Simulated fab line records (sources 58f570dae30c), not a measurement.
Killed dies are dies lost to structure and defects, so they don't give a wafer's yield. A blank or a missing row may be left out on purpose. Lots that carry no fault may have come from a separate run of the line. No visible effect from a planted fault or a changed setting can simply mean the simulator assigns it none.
Which tool is to blame? | flow berkeley-cmos170 | 14 lots with 42 wafers sampled at 5 steps, on a route of 331 steps

WHAT THE GAUGES READ, wafer by wafer
UCB170_ACTIVE_THK_MEAS_03. Usual: ACTIVE_OXIDE_THK gives 26.5 nm (standard deviation 0.55).
lot  | measured    | on            | ACTIVE_OXIDE_THK (nm) | flag
L147 | day 3 20:18 | film-metro-03 | 26.5 26.2 26.4        |
L148 | day 4 04:23 | film-metro-03 | 27.2 27.3 27.2        |
L149 | day 4 04:23 | film-metro-02 | 27.1 26.7 26.3        |
L150 | day 4 17:20 | film-metro-01 | 26.5 25.9 26.0        |
L152 | day 5 00:27 | film-metro-02 | 25.8 25.6 25.9        |
L153 | day 5 14:38 | film-metro-02 | 26.3 26.5 26.1        |
L156 | day 5 21:44 | film-metro-01 | 26.3 26.0 26.1        |
L157 | day 6 05:51 | film-metro-03 | 24.1 24.0 23.4        | OFF
L159 | day 6 05:51 | film-metro-01 | 24.1 24.1 24.2        | OFF
L162 | day 7 06:47 | film-metro-02 | 25.8 26.1 25.6        |
L164 | day 7 16:11 | film-metro-02 | 27.3 27.0 26.9        |
L165 | day 7 16:10 | film-metro-01 | 26.6 26.7 26.2        |
L169 | day 8 13:50 | film-metro-01 | 26.0 26.7 26.2        |
L170 | day 8 16:44 | film-metro-01 | 25.6 25.8 25.7        |

UCB170_PSD_OVL_MEAS_07. Usual: PSD_OVL gives 1 nm (standard deviation 5.2).
lot  | measured     | on         | PSD_OVL (nm) | flag
L147 | day 6 10:16  | overlay-01 | -10 -6 -7    |
L148 | day 6 19:28  | overlay-01 | 2 -11 5      |
L149 | day 6 20:05  | overlay-02 | 1 -1 4       |
L150 | day 7 03:56  | overlay-01 | 2 1 7        |
L152 | day 7 22:16  | overlay-01 | -6 3 -1      |
L153 | day 8 13:58  | overlay-01 | 3 4 8        |
L156 | day 8 13:05  | overlay-01 | 2 5 3        |
L157 | day 9 04:13  | overlay-01 | 6 1 3        |
L159 | day 9 03:58  | overlay-02 | 0 -5 -2      |
L162 | day 10 07:34 | overlay-02 | -7 2 -1      |
L164 | day 10 13:17 | overlay-01 | -4 -4 -8     |
L165 | day 10 13:02 | overlay-01 | 0 4 10       |
L169 | day 11 09:38 | overlay-01 | 2 -2 -3      |
L170 | day 11 09:22 | overlay-01 | 1 5 1        |

UCB170_M3_THK_MEAS_03: measures by xrf. Usual: M3_AL_THK gives 896 nm (standard deviation 13).
lot  | measured     | on            | M3_AL_THK (nm) | flag
L147 | day 7 14:38  | film-metro-01 | 887 896 890    |
L148 | day 7 21:55  | film-metro-01 | 887 910 901    |
L149 | day 7 21:41  | film-metro-03 | 907 912 924    |
L150 | day 8 11:10  | film-metro-02 | 882 880 876    |
L152 | day 9 03:40  | film-metro-01 | 905 888 897    |
L153 | day 9 16:19  | film-metro-03 | 903 905 912    |
L156 | day 9 14:47  | film-metro-02 | 904 902 907    |
L157 | day 10 06:17 | film-metro-03 | 881 910 902    |
L159 | day 10 05:57 | film-metro-03 | 910 916 908    |
L162 | day 11 14:28 | film-metro-02 | 884 867 885    |
L164 | day 11 20:35 | film-metro-01 | 920 904 886    |
L165 | day 11 21:11 | film-metro-03 | 887 893 894    |
L169 | day 12 17:04 | film-metro-03 | 875 889 901    |
L170 | day 12 14:43 | film-metro-01 | 901 904 900    |

TOOL THAT RAN EACH LOT (tool first, then ch and the chambers of the sampled wafers, then the start)
lot  | UCB170_ACTIVE_OXIDATION_02   | UCB170_M2_STRIP_07
L147 | furnace-02 ch 0, day 3 18:56 | plasma-asher-02 ch 0,1, day 7 08:44
L148 | furnace-04 ch 0, day 4 03:02 | plasma-asher-02 ch 0,1, day 7 16:31
L149 | furnace-04 ch 0, day 4 03:02 | plasma-asher-02 ch 1, day 7 16:58
L150 | furnace-02 ch 0, day 4 15:59 | plasma-asher-04 ch 0,1, day 8 01:59
L152 | furnace-02 ch 0, day 4 23:06 | plasma-asher-02 ch 0,1, day 8 22:16
L153 | furnace-04 ch 0, day 5 13:17 | plasma-asher-02 ch 0,1, day 9 10:51
L156 | furnace-03 ch 0, day 5 20:23 | plasma-asher-04 ch 1, day 9 10:11
L157 | furnace-04 ch 0, day 6 04:29 | plasma-asher-04 ch 0,1, day 10 01:07
L159 | furnace-04 ch 0, day 6 04:29 | plasma-asher-03 ch 0,1, day 10 00:44
L162 | furnace-03 ch 0, day 7 05:26 | plasma-asher-03 ch 0,1, day 11 07:19
L164 | furnace-02 ch 0, day 7 14:49 | plasma-asher-02 ch 0,1, day 11 15:56
L165 | furnace-02 ch 0, day 7 14:49 | plasma-asher-03 ch 0,1, day 11 16:17
L169 | furnace-03 ch 0, day 8 12:29 | plasma-asher-03 ch 0,1, day 12 05:59
L170 | furnace-03 ch 0, day 8 15:20 | plasma-asher-04 ch 0,1, day 12 09:41
- UCB170_ACTIVE_OXIDATION_02: target thk 26.4 nm, ox time 1260 s.
- UCB170_M2_STRIP_07: strips in O2.

WHAT THE TOOLS THEMSELVES READ (means of the sampled wafers that have a number; where no wafer has one, the mark that the record gives instead)
UCB170_ACTIVE_OXIDATION_02. Usual: zone-power-source-pct reads 30.3 % (standard deviation 1.6).
lot  | tool       | zone-power-source-pct (%) | flag
L147 | furnace-02 | 31.5                      |
L148 | furnace-04 | 28.4                      |
L149 | furnace-04 | 28.4                      |
L150 | furnace-02 | 31.4                      |
L152 | furnace-02 | 31.5                      |
L153 | furnace-04 | 28.5                      |
L156 | furnace-03 | 31.5                      |
L157 | furnace-04 | 28.3                      |
L159 | furnace-04 | 28.2                      |
L162 | furnace-03 | 31.5                      |
L164 | furnace-02 | 31.3                      |
L165 | furnace-02 | 31.1                      |
L169 | furnace-03 | 31.4                      |
L170 | furnace-03 | 31.3                      |

UCB170_M2_STRIP_07. Usual: drypump-motor-current-A 5.6 A, standard deviation 0.64; oes-product-au 0.734 a.u., standard deviation 0.0045; strip-time-to-endpoint-s 21.96 s, standard deviation 0.06.
lot  | tool            | drypump-motor-current-A (A) | oes-product-au (a.u.) | strip-time-to-endpoint-s (s) | flag
L147 | plasma-asher-02 | 5.3                         | 0.736                 | 22.07                        |
L148 | plasma-asher-02 | 5.8                         | 0.734                 | 21.87                        |
L149 | plasma-asher-02 | 4.7                         | 0.735                 | 22.04                        |
L150 | plasma-asher-04 | 5.1                         | 0.735                 | 21.96                        |
L152 | plasma-asher-02 | 5.3                         | 0.735                 | 21.99                        |
L153 | plasma-asher-02 | 5.9                         | 0.733                 | 21.98                        |
L156 | plasma-asher-04 | 5.4                         | 0.736                 | 22.01                        |
L157 | plasma-asher-04 | 5.1                         | 0.730                 | 21.95                        |
L159 | plasma-asher-03 | 6.2                         | 0.735                 | 21.91                        |
L162 | plasma-asher-03 | 6.2                         | 0.731                 | 21.92                        |
L164 | plasma-asher-02 | 5.8                         | 0.730                 | 21.88                        |
L165 | plasma-asher-03 | 6.2                         | 0.735                 | 21.93                        |
L169 | plasma-asher-03 | 6.2                         | 0.732                 | 21.88                        |
L170 | plasma-asher-04 | 5.2                         | 0.734                 | 21.98                        |

THE ANSWER, worked out from the rows above alone
Rule: lot off if the mean of its wafers having a number is beyond 3 standard deviations from the usual mean. A lot without any number at a reading at which 4 lots or more have one is off too. Where the step has rows for the other lots, those lots are counted as sound. Order of review: gauges by route order, followed by the tools' own readings, for which a lot's mean as printed above is used. At the first step where some lot is off, the reading lying furthest off is the one used; lots without a number count as furthest.
Off: L157, L159, seen at UCB170_ACTIVE_THK_MEAS_03 (ACTIVE_OXIDE_THK).
A tool fits if, at a process step before that reading, it ran every lot that is off, and no sound lot after the first of them. Gauges at UCB170_ACTIVE_THK_MEAS_03: tried the same way as those tools. One fits: UCB170_ACTIVE_OXIDATION_02 on furnace-04. A fault onset in the window from L153 (day 5 13:17, its last sound lot) to L157 (day 6 04:29, its first lot off) fits.

WHAT THE SIMULATOR PUT IN
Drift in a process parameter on furnace-04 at UCB170_ACTIVE_OXIDATION_02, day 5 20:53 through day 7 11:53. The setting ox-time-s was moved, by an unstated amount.
Struck lots among those shown: L157, L159. Same finding as the rule above.
